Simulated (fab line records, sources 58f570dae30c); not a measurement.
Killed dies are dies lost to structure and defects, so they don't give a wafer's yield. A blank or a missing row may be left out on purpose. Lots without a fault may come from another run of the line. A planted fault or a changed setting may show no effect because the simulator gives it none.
A struck lot beside a sound one | flow berkeley_cmos170 | 16 steps out of a route of 331
Sound: wafers L286.1, L286.3, L286.6. Struck: wafers L275.3, L275.4, L275.6. The cause comes at the end.
At each step with rows: each side's tool, then ch and its chambers, then its first start. Under that, the readings that differ: sound wafers | struck wafers | difference of the means | sigmas: that difference in standard deviations of wafers without a fault.
alike: readings whose means differ by less than 2 such deviations, and words and numbers that are the same on both sides. not compared: withheld readings, readings that some wafer has no value for, bounds like >300 that may hide the same value, and numbers for which the record gives no deviation and whose values overlap.
The two part at a step that has a row with sigmas, a row that says differs or no value, or rows on one side only. Numbers that don't overlap but have no deviation are shown without sigmas and don't part them. A reading that every wafer of one side lacks parts them only if that side has two wafers or more.

UCB170_NWELL_THK_MEAS_02:
  sound on film_metro-04, day 6 07:14; struck on film_metro-03, day 3 22:43
  alike: NWELL_OXIDE_THK
then, 2 steps without rows for these wafers: UCB170_NWELL_ANNEAL_03 (time 900 s); UCB170_NWELL_CVD_04 (deposits Si3N4 from SiH2Cl2/NH3, target thk 224 nm, time 3360 s).
UCB170_NWELL_THK_MEAS_05:
  sound on film_metro-04, day 6 14:35; struck on film_metro-04, day 4 06:28
  alike: NWELL_NITRIDE_THK
then, 6 steps without rows for these wafers: UCB170_NWELL_HMDS_06 (prime time 60 s); UCB170_NWELL_COAT_07 (resist thk 900 nm); UCB170_NWELL_SOFTBAKE_08 (time 60 s); UCB170_NWELL_EXPOSE_09 (exposes mask NWELL, target cd 3000 nm); UCB170_NWELL_PEB_10; UCB170_NWELL_DEVELOP_11 (develop time 45 s).
UCB170_NWELL_OVL_MEAS_12:
  sound on overlay-01, day 6 15:59; struck on overlay-01, day 4 07:44
  alike: NWELL_OVL
UCB170_NWELL_ETCH_13: etches Si3N4 in CH3F/Ar/O2, stops on SiO2, target depth 246.4 nm, time 154 s.
  sound on rie_diel-04 ch 0,3, day 6 16:01; struck on rie_diel-02 ch 0,3, day 4 07:46
  reading                     | sound       | struck      | difference | sigmas
  drypump_motor_current_A (A) | 5.6 4.8 4.8 | 6.2 5.5 6.2 | +0.9       | +2
  alike: oes_product_au, throttle_valve_pct
  not compared: rf_hours_counter_h
UCB170_NWELL_IMPLANT_14:
  sound on implanter-03 ch 0, day 6 16:07; struck on implanter-02 ch 0, day 4 08:14
  alike: dose_ions_cm2
UCB170_NWELL_STRIP_15: strips in O2.
  sound on plasma_asher-03 ch 0,1, day 6 16:16; struck on plasma_asher-02 ch 0,1, day 4 08:22
  alike: drypump_motor_current_A, oes_product_au, strip_time_to_endpoint_s
  not compared: rf_hours_counter_h
UCB170_NWELL_TW_MEAS_16:
  sound on film_metro-02, day 6 16:22; struck on film_metro-04, day 4 08:27
  reading  | sound          | struck         | difference | sigmas
  NWELL_TW | 1246 1247 1251 | 1568 1568 1570 | +321       | +27
then, 1 step without rows for these wafers: UCB170_NWELL_CLEAN_17 (cleans in SPM, time 600 s).

WHERE THEY PART
First at UCB170_NWELL_ETCH_13; last, within this record, at UCB170_NWELL_TW_MEAS_16.

WHY: what the simulator had put in
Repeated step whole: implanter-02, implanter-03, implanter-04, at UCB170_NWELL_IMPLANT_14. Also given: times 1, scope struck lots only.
